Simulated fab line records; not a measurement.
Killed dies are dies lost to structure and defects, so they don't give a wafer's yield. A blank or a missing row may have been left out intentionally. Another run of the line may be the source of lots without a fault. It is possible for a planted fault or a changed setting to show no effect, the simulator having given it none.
fab line records ; flow rit_cmos
record: lots: 5; wafers: 15; last_day: 6
route steps=202 shown GATE@77 FOX2@80 M1@202
lots untouched by any fault: they come from a run of this same line in which no faults occurred
start_h: start of the lot's first displayed wafer, in hours after the record's first day ; wait_h: hours from the lot's prior step to this one ; " as in the row above ; L1.1+2: one row covering several wafers at once ; - value missing, or start not given ; * or withheld: withheld ; < > ~ a bound
route shown NAME@n: a module of which the file shows steps, and the number in the route of the first ; usual: mean and standard deviation over wafers with no fault ; same: alike in all rows ; chamber/n: place in a boat ; sites: per-site readings ; _std_site: the values' standard deviation ; _edge_site: the outer-site mean with the inner-site mean subtracted ; radius_mm: for every site, how far away it sits from the centre of the wafer ; mask NAME#n: copy n ; behind: tool/chamber where the wafer was last shaped ; hold: cause of the lot's hold/its duration in hours/its outcome ; device: which transistor (n, p or np) failed to switch ; end of line: at the end of the route, the tests of the same wafers ; for a step that has no rows: nothing shown but its recipe ; killed: count of dies lost to structure and defects at first sort (not the wafer's yield) ; map: shows each die of a wafer: x if killed, . if not, _ if none is there
set.NAME: the setting the step ran with; set.NAME@STEP: the setting that earlier step ran with ; model.NAME: the simulator's own value behind a step, which no gauge read
lots at selected steps of the route; one table per step, one row per wafer
services: a tool's chamber out of use, with start hour (start_h, from the record's first day; less than 0 if before it), hours out, and reason
== steps ==
step: RIT_GATE_CLEAN_02
recipe: chemistry: dHF; dilution: 50:1; time_s: 30
step: RIT_GATE_CLEAN_03
recipe: chemistry: SC2; mix: 3:3:50; time_s: 600; temp_c: 75; dry: n2_spin
step: RIT_GATE_CLEAN_04
recipe: chemistry: dHF; dilution: 50:1; time_s: 60; dry: n2_spin
step: RIT_FOX2_THK_MEAS_91
recipe: reads: SiO2_of_FOX2_OXIDATION_00
usual: FIELD_OXIDE_LEFT_2_THK: 240/6.9
lot.wafer;tool;chamber;start_h;wait_h;FIELD_OXIDE_LEFT_2_THK[nm]
L714.1;film_metro-04;-;46.03;0.0;246
L714.3;film_metro-04;-;46.03;0.0;241
L714.4;film_metro-04;-;46.03;0.0;247
L715.1;film_metro-02;-;50.96;0.0;237
L715.2;film_metro-02;-;50.96;0.0;236
L715.3;film_metro-02;-;50.96;0.0;239
L716.2;film_metro-01;-;53.52;0.0;241
L716.3;film_metro-01;-;53.52;0.0;248
L716.4;film_metro-01;-;53.52;0.0;241
L726.4;film_metro-01;-;104.26;0.0;231
L726.5;film_metro-01;-;104.26;0.0;243
L726.6;film_metro-01;-;104.26;0.0;238
L727.1;film_metro-01;-;110.54;0.0;237
L727.3;film_metro-01;-;110.54;0.0;235
L727.4;film_metro-01;-;110.54;0.0;239
step: RIT_GATE_OXIDATION_05
recipe: temp_c: 900; ambient: O2; target_thk_a: 30; ox_time_s: 270
step: RIT_GATE_ANNEAL_06
recipe: temp_c: 900; time_s: 600; ambient: N2O
step: RIT_GATE_THK_MEAS_07
recipe: reads: SiO2_of_GATE_OXIDATION_05
usual: GATE_OXIDE_THK: 2.98/0.065
lot.wafer;tool;chamber;start_h;wait_h;GATE_OXIDE_THK[nm]
L714.1;film_metro-02;-;48.70;0.0;3.08
L714.3;film_metro-02;-;48.70;0.0;3.01
L714.4;film_metro-02;-;48.70;0.0;2.99
L715.1;film_metro-04;-;56.01;0.0;3.13
L715.2;film_metro-04;-;56.01;0.0;3.04
L715.3;film_metro-04;-;56.01;0.0;3.08
L716.2;film_metro-02;-;56.02;0.0;3.00
L716.3;film_metro-02;-;56.02;0.0;3.02
L716.4;film_metro-02;-;56.02;0.0;2.97
L726.4;film_metro-01;-;108.73;0.0;2.90
L726.5;film_metro-01;-;108.73;0.0;2.89
L726.6;film_metro-01;-;108.73;0.0;2.97
L727.1;film_metro-02;-;114.69;0.0;2.97
L727.3;film_metro-02;-;114.69;0.0;3.00
L727.4;film_metro-02;-;114.69;0.0;3.02
step: RIT_GATE_CVD_08
recipe: material: poly-Si; target_thk_nm: 250; temp_c: 610; precursor: SiH4; time_s: 2220; pressure_mtorr: 300; sih4_flow_sccm: 100
step: RIT_GATE_THK_MEAS_09
recipe: reads: poly-Si_of_GATE_CVD_08
usual: GATE_POLY_THK: 249.9/2.3
lot.wafer;tool;chamber;start_h;wait_h;GATE_POLY_THK[nm]
L714.1;film_metro-02;-;50.38;0.0;245.8
L714.3;film_metro-02;-;50.38;0.0;247.3
L714.4;film_metro-02;-;50.38;0.0;247.6
L715.1;film_metro-01;-;57.68;0.0;253.4
L715.2;film_metro-01;-;57.68;0.0;252.6
L715.3;film_metro-01;-;57.68;0.0;251.9
L716.2;film_metro-02;-;57.69;0.0;250.9
L716.3;film_metro-02;-;57.69;0.0;252.4
L716.4;film_metro-02;-;57.69;0.0;252.5
L726.4;film_metro-02;-;110.41;0.0;249.9
L726.5;film_metro-02;-;110.41;0.0;248.7
L726.6;film_metro-02;-;110.41;0.0;250.3
L727.1;film_metro-04;-;116.37;0.0;251.1
L727.3;film_metro-04;-;116.37;0.0;251.2
L727.4;film_metro-04;-;116.37;0.0;251.8
step: RIT_GATE_HMDS_10
recipe: prime_time_s: 60; prime_temp_c: 140
step: RIT_GATE_COAT_11
recipe: resist: NOVOLAK; spin_rpm: 4250; resist_thk_nm: 850
step: RIT_GATE_SOFTBAKE_12
recipe: resist: NOVOLAK; temp_c: 90; time_s: 60
step: RIT_GATE_EXPOSE_13
recipe: mask_id: M6; na: 0.6; source_shape: conventional; sigma_outer: 0.6; target_cd_nm: 150; dose_mj: 380
usual: focus_offset_nm: 0.1/0.52
same: sigma_outer: 0.6
lot.wafer;tool;chamber;start_h;wait_h;mask;focus_offset_nm
L714.1;iline_stepper-02;0;51.00;0.2;M6#0;-0.8
L714.3;iline_stepper-02;0;51.00;0.2;M6#0;-1.5
L714.4;iline_stepper-02;0;51.00;0.2;M6#0;-0.8
L715.1;iline_stepper-01;0;58.35;0.2;M6#0;-0.1
L715.2;iline_stepper-01;0;58.35;0.2;M6#0;0.1
L715.3;iline_stepper-01;0;58.35;0.2;M6#0;-0.2
L716.2;iline_stepper-02;0;58.62;0.5;M6#0;0.7
L716.3;iline_stepper-02;0;58.62;0.5;M6#0;1.0
L716.4;iline_stepper-02;0;58.62;0.5;M6#0;0.0
L726.4;iline_stepper-02;0;110.94;0.1;M6_R1#0;0.9
L726.5;iline_stepper-02;0;110.94;0.1;M6_R1#0;0.5
L726.6;iline_stepper-02;0;110.94;0.1;M6_R1#0;0.5
L727.1;iline_stepper-01;0;117.00;0.2;M6#0;0.2
L727.3;iline_stepper-01;0;117.00;0.2;M6#0;0.3
L727.4;iline_stepper-01;0;117.00;0.2;M6#0;-0.1
step: RIT_GATE_PEB_14
recipe: resist: NOVOLAK; temp_c: withheld; time_s: withheld
step: RIT_GATE_DEVELOP_15
recipe: resist: NOVOLAK; develop_time_s: 50; dev_temp_c: 23
step: RIT_GATE_CD_MEAS_16
recipe: target_cd_nm: 150
usual: cd_nm: 149.6/2.5
lot.wafer;tool;chamber;start_h;wait_h;cd_nm
L714.1;cd_sem-02;-;51.54;-;148.3
L714.3;cd_sem-02;-;51.54;-;147.2
L714.4;cd_sem-02;-;51.54;-;146.6
L715.1;cd_sem-01;-;58.78;-;150.1
L715.2;cd_sem-01;-;58.78;-;153.2
L715.3;cd_sem-01;-;58.78;-;155.0
L716.2;cd_sem-02;-;59.02;-;148.8
L716.3;cd_sem-02;-;59.02;-;151.9
L716.4;cd_sem-02;-;59.02;-;150.7
L726.4;cd_sem-02;-;111.35;-;163.2
L726.5;cd_sem-02;-;111.35;-;163.2
L726.6;cd_sem-02;-;111.35;-;163.9
L727.1;cd_sem-01;-;117.40;-;151.8
L727.3;cd_sem-01;-;117.40;-;151.5
L727.4;cd_sem-01;-;117.40;-;150.6
step: RIT_GATE_OVL_MEAS_17
usual: GATE_OVL: 0.6/1.5
lot.wafer;tool;chamber;start_h;wait_h;GATE_OVL[nm]
L714.1;overlay-01;-;51.66;0.1;0.3
L714.3;overlay-01;-;51.66;0.1;0.7
L714.4;overlay-01;-;51.66;0.1;-0.2
L715.1;overlay-01;-;58.90;0.1;1.7
L715.2;overlay-01;-;58.90;0.1;0.0
L715.3;overlay-01;-;58.90;0.1;0.4
L716.2;overlay-01;-;59.12;0.1;0.3
L716.3;overlay-01;-;59.12;0.1;0.8
L716.4;overlay-01;-;59.12;0.1;-1.9
L726.4;overlay-01;-;111.42;0.1;0.6
L726.5;overlay-01;-;111.42;0.1;2.1
L726.6;overlay-01;-;111.42;0.1;3.9
L727.1;overlay-01;-;117.52;0.1;-2.0
L727.3;overlay-01;-;117.52;0.1;-0.7
L727.4;overlay-01;-;117.52;0.1;-1.9
step: RIT_GATE_HARDBAKE_18
recipe: resist: NOVOLAK; temp_c: 140; time_s: 60
step: RIT_GATE_ETCH_19
recipe: chemistry: SF6/CHF3/O2; time_s: 168.1; SF6_flow_sccm: 30; CHF3_flow_sccm: 30; O2_flow_sccm: 5; target: poly-Si; pressure_mtorr: 40; rf_w: 160; target_depth_a: 3125; over_etch_frac: 0.25; stop_on: SiO2
usual: CHF3_flow_sccm: 30.00/0.099; SF6_flow_sccm: 30.01/0.091; chamber_pressure_mTorr: 40.00/0.034; drypump_motor_current_A: 5.7/0.42; oes_product_au: 0.841/0.012; throttle_valve_pct: 10.24/0.15
lot.wafer;tool;chamber;start_h;wait_h;CHF3_flow_sccm;SF6_flow_sccm;chamber_pressure_mTorr;drypump_motor_current_A;oes_product_au;rf_hours_counter_h;throttle_valve_pct;model.GATE.cd_nm
L714.1;rie_si-02;0;51.89;0.1;29.89;29.98;40.00;5.1;0.811;110;10.40;148
L714.3;rie_si-02;3;51.89;0.1;30.12;29.93;39.99;5.9;0.829;118;10.03;147.1
L714.4;rie_si-02;1;51.89;0.1;30.02;29.98;40.02;5.4;0.828;60;10.48;146.2
L715.1;rie_si-01;3;59.15;0.1;29.99;29.77;39.97;5.1;0.855;40;10.27;150.2
L715.2;rie_si-01;0;59.15;0.1;30.02;30.07;39.97;5.7;0.859;99;10.12;153.5
L715.3;rie_si-01;1;59.15;0.1;29.94;30.19;40.01;6.3;0.849;24;10.17;155.1
L716.2;rie_si-02;3;59.36;0.1;29.96;30.03;39.98;5.8;0.843;118;10.03;148.7
L716.3;rie_si-02;1;59.36;0.1;30.03;30.12;40.03;5.4;0.845;60;10.47;151.4
L716.4;rie_si-02;0;59.36;0.1;30.04;30.19;39.98;5.1;0.830;110;10.41;150.6
L726.4;rie_si-02;3;111.59;0.1;30.04;29.87;40.00;5.8;0.835;118;10.03;163
L726.5;rie_si-02;1;111.59;0.1;30.02;30.10;40.06;5.4;0.835;-;10.48;163.3
L726.6;rie_si-02;2;111.59;0.1;30.00;29.90;40.00;6.1;0.852;-;10.17;163.7
L727.1;rie_si-01;2;117.87;0.1;29.98;30.10;39.98;5.7;0.852;0;10.46;151.7
L727.3;rie_si-01;0;117.87;0.1;29.97;30.01;40.02;5.7;0.860;99;10.12;151.3
L727.4;rie_si-01;1;117.87;0.1;30.07;30.04;40.04;6.3;0.852;25;10.17;150.5
step: RIT_GATE_STRIP_20
recipe: chemistry: O2; time_s: 180; resist: NOVOLAK; platen_temp_c: withheld; power_w: 500; pressure_mtorr: 4000; o2_flow_sccm: 4000
usual: chamber_pressure_mTorr: 4000/3.6; drypump_motor_current_A: 5.4/0.38; rf_refl_power_W: 6.7/0.71
lot.wafer;tool;chamber;start_h;wait_h;chamber_pressure_mTorr;drypump_motor_current_A;rf_hours_counter_h;rf_refl_power_W
L714.1;plasma_asher-04;0;52.00;0.1;3993;5.7;27;7.3
L714.3;plasma_asher-04;0;52.00;0.1;4004;5.7;-;7.8
L714.4;plasma_asher-04;1;52.00;0.1;4001;5.2;-;6.0
L715.1;plasma_asher-04;0;59.25;0.1;3997;5.7;28;7.5
L715.2;plasma_asher-04;1;59.25;0.1;4000;5.2;28;6.0
L715.3;plasma_asher-04;0;59.25;0.1;4000;5.8;-;7.4
L716.2;plasma_asher-01;0;59.47;0.1;3998;4.9;41;6.1
L716.3;plasma_asher-01;1;59.47;0.1;4003;5.4;-;6.3
L716.4;plasma_asher-01;0;59.47;0.1;4004;4.9;-;6.0
L726.4;plasma_asher-04;1;111.76;0.1;3996;5.2;-;5.9
L726.5;plasma_asher-04;1;111.76;0.1;3999;5.2;-;5.9
L726.6;plasma_asher-04;0;111.76;0.1;3997;5.8;-;7.8
L727.1;plasma_asher-02;1;117.98;0.1;4004;6.1;0;7.2
L727.3;plasma_asher-02;0;117.98;0.1;4001;5.3;-;7.1
L727.4;plasma_asher-02;1;117.98;0.1;4000;6.1;-;7.3
step: RIT_M1_PROBE_99
usual: killed_at_front_end: 7/3.3; killed_dies: 7/3.3; killed_open: 3.5/2; killed_short: 3.8/2.2
same: gross_dies: 264; killed_at_M0_to_M3: 0; killed_at_M4_up: 0; killed_at_back_side: 0; killed_at_contacts: 0; killed_at_other: 0
lot.wafer;tool;chamber;start_h;wait_h;killed_at_front_end;killed_dies;killed_open;killed_short;model.etest.pmos_0p3.r_on_ohm_um;model.etest.pmos_0p15.r_on_ohm_um;model.etest.pmos_turned.r_on_ohm_um;model.etest.nmos_0p15.r_on_ohm_um;model.etest.nmos_0p3.r_on_ohm_um;model.etest.nmos_0p15.drive_ua_um;model.etest.pmos_0p15.drive_ua_um;model.etest.nmos_turned.drive_ua_um
L714.1;prober-02;-;75.54;0.1;5;5;3;2;6248;2701;3289;1145;2172;473.2;266.2;329.5
L714.3;prober-02;-;75.64;0.2;8;8;3;5;6153;2613;3223;1078;2114;485.4;269.9;337.6
L714.4;prober-02;-;75.69;0.2;5;5;1;4;6171;2657;3324;1134;2166;481.5;266.5;327.4
L715.1;prober-01;-;79.45;0.1;5;5;2;3;6570;2909;3647;1164;2206;456.8;243;307.6
L715.2;prober-01;-;79.50;0.1;9;9;2;7;6424;2928;3685;1160;2178;446.4;238.3;302.5
L715.3;prober-01;-;79.55;0.2;7;7;3;4;6577;3023;3738;1210;2218;438.2;230.7;302.1
L716.2;prober-02;-;81.32;0.1;4;4;2;2;6241;2728;3408;1096;2139;476.7;261.5;327.9
L716.3;prober-02;-;81.37;0.2;6;6;6;0;6146;2703;3348;1090;2090;472.3;259.5;334.8
L716.4;prober-02;-;81.42;0.2;10;10;6;4;6201;2711;3377;1112;2126;473.6;260.6;328.2
L726.4;prober-02;-;132.44;0.2;10;10;4;6;6238;2878;3462;1174;2180;435.6;245.5;319.5
L726.5;prober-02;-;132.49;0.2;7;7;3;3;6175;2863;3420;1190;2175;440;248.6;323.3
L726.6;prober-02;-;132.54;0.2;7;7;4;3;6289;2882;3479;1193;2206;426.2;242.5;316.9
L727.1;prober-01;-;138.08;0.1;20;20;14;6;6385;2856;3501;1136;2176;462.4;249.2;326.2
L727.3;prober-01;-;138.18;0.2;20;20;10;10;6325;2833;3478;1154;2167;471.9;252.7;332.6
L727.4;prober-01;-;138.23;0.2;15;15;7;8;6436;2875;3579;1151;2181;461.9;247.8;321.4
killed by level:class
L714.1 GATE:geometric_particle:short=2 GATE:geometric_particle:open=1 REOX:geometric_particle:open=1 SPACER:geometric_particle:open=1
L714.3 GATE:geometric_particle:short=3 GATE:geometric_particle:open=1 REOX:geometric_particle:open=1 REOX:geometric_particle:short=1 SILICIDE:geometric_particle:open=1 SILICIDE:geometric_particle:short=1
L714.4 FOX1:geometric_particle:short=2 GATE:geometric_particle:short=1 REOX:geometric_particle:open=1 SPACER:geometric_particle:short=1
L715.1 FOX1:geometric_particle:open=2 FOX1:geometric_particle:short=1 REOX:geometric_particle:short=1 SILICIDE:geometric_particle:short=1
L715.2 FOX2:geometric_particle:short=2 REOX:geometric_particle:short=2 SILICIDE:geometric_particle:short=2 GATE:geometric_particle:open=1 GATE:geometric_particle:short=1 REOX:geometric_particle:open=1
L715.3 SPACER:geometric_particle:open=2 FOX2:geometric_particle:open=1 GATE:geometric_particle:short=1 REOX:geometric_particle:short=1 SPACER:geometric_particle:short=1 SILICIDE:geometric_particle:short=1
L716.2 SPACER:geometric_particle:open=2 GATE:geometric_particle:short=1 SPACER:geometric_particle:short=1
L716.3 GATE:geometric_particle:open=2 REOX:geometric_particle:open=2 FOX2:geometric_particle:open=1 SILICIDE:geometric_particle:open=1
L716.4 SILICIDE:geometric_particle:short=2 SILICIDE:geometric_particle:open=2 FOX1:geometric_particle:short=1 FOX2:geometric_particle:open=1 GATE:geometric_particle:open=1 GATE:geometric_particle:short=1 REOX:geometric_particle:open=1 SPACER:geometric_particle:open=1
L726.4 FOX2:geometric_particle:short=3 FOX1:geometric_particle:open=2 FOX1:geometric_particle:short=1 FOX2:geometric_particle:open=1 GATE:geometric_particle:short=1 SPACER:geometric_particle:short=1 SILICIDE:geometric_particle:open=1
L726.5 FOX1:geometric_particle:short=3 REOX:geometric_particle:open=2 SILICIDE:geometric_particle:open=1 GATE:area_expose=1
L726.6 SILICIDE:geometric_particle:open=2 FOX2:geometric_particle:short=1 FOX2:geometric_particle:open=1 GATE:geometric_particle:short=1 REOX:geometric_particle:short=1 SPACER:geometric_particle:open=1
L727.1 SPACER:geometric_particle:open=6 GATE:geometric_particle:open=5 GATE:geometric_particle:short=3 SPACER:geometric_particle:short=3 FOX1:geometric_particle:open=1 FOX2:geometric_particle:open=1 SILICIDE:geometric_particle:open=1
L727.3 SPACER:geometric_particle:short=7 FOX1:geometric_particle:open=3 SPACER:geometric_particle:open=3 SILICIDE:geometric_particle:open=2 FOX1:geometric_particle:short=1 GATE:geometric_particle:short=1 GATE:geometric_particle:open=1 REOX:geometric_particle:open=1
L727.4 GATE:geometric_particle:open=4 GATE:geometric_particle:short=3 FOX1:geometric_particle:short=2 REOX:geometric_particle:short=2 FOX1:geometric_particle:open=1 SPACER:geometric_particle:open=1 SILICIDE:geometric_particle:short=1 SILICIDE:geometric_particle:open=1
== services ==
tool;chamber;start_h;hours;kind
rie_si-01;1;32.45;21.4;repair
iline_stepper-01;-;49.53;1.7;pm
rie_si-01;2;57.26;-;clean
rie_si-01;2;57.26;23.1;scheduled_down
rie_si-01;2;57.26;23.1;vent_cycle
rie_si-01;0;59.27;6.9;repair
rie_si-02;-;62.73;0.3;repair
iline_stepper-01;-;71.82;3.2;repair
iline_stepper-01;-;94.47;6.9;repair
plasma_asher-02;-;108.75;9.0;pm
plasma_asher-02;0;108.75;9.0;vent_cycle
plasma_asher-02;1;108.75;9.0;vent_cycle
plasma_asher-02;0;117.75;-;clean
plasma_asher-02;1;117.75;-;clean
== key ==
first_sign: step: RIT_GATE_EXPOSE_13; reading: mask; direction: changed
effect: step: RIT_GATE_CD_MEAS_16; reading: cd_nm; direction: up; sigmas: 5.5; usual: 149.6; struck: 163.4
model_effect: step: RIT_GATE_ETCH_19; value: GATE.cd_nm; without: 148.3; struck: 163.3
model_effect: step: RIT_M1_PROBE_99; value: etest.pmos_0p3.r_on_ohm_um; without: 5901; struck: 6234
met_at RIT_GATE_EXPOSE_13
struck_wafers L726.4,L726.5,L726.6
tester_left_out L726
onset_between 58.62 110.94
fault: kind: wrong_mask; tool: any; chamber: -; onset_h: 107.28; steps: RIT_GATE_EXPOSE_13; aux_copy: M6_R1#0; cd_offset_nm: 15; scope: struck_lots_only
tester_left_out: of these lots the tester's yield and bins aren't shown, on N5 and GAA mostly nor the transistor test; their killed dies are dies lost to structure and defects alone, not to doping, threshold or leakage, so they don't give the yield
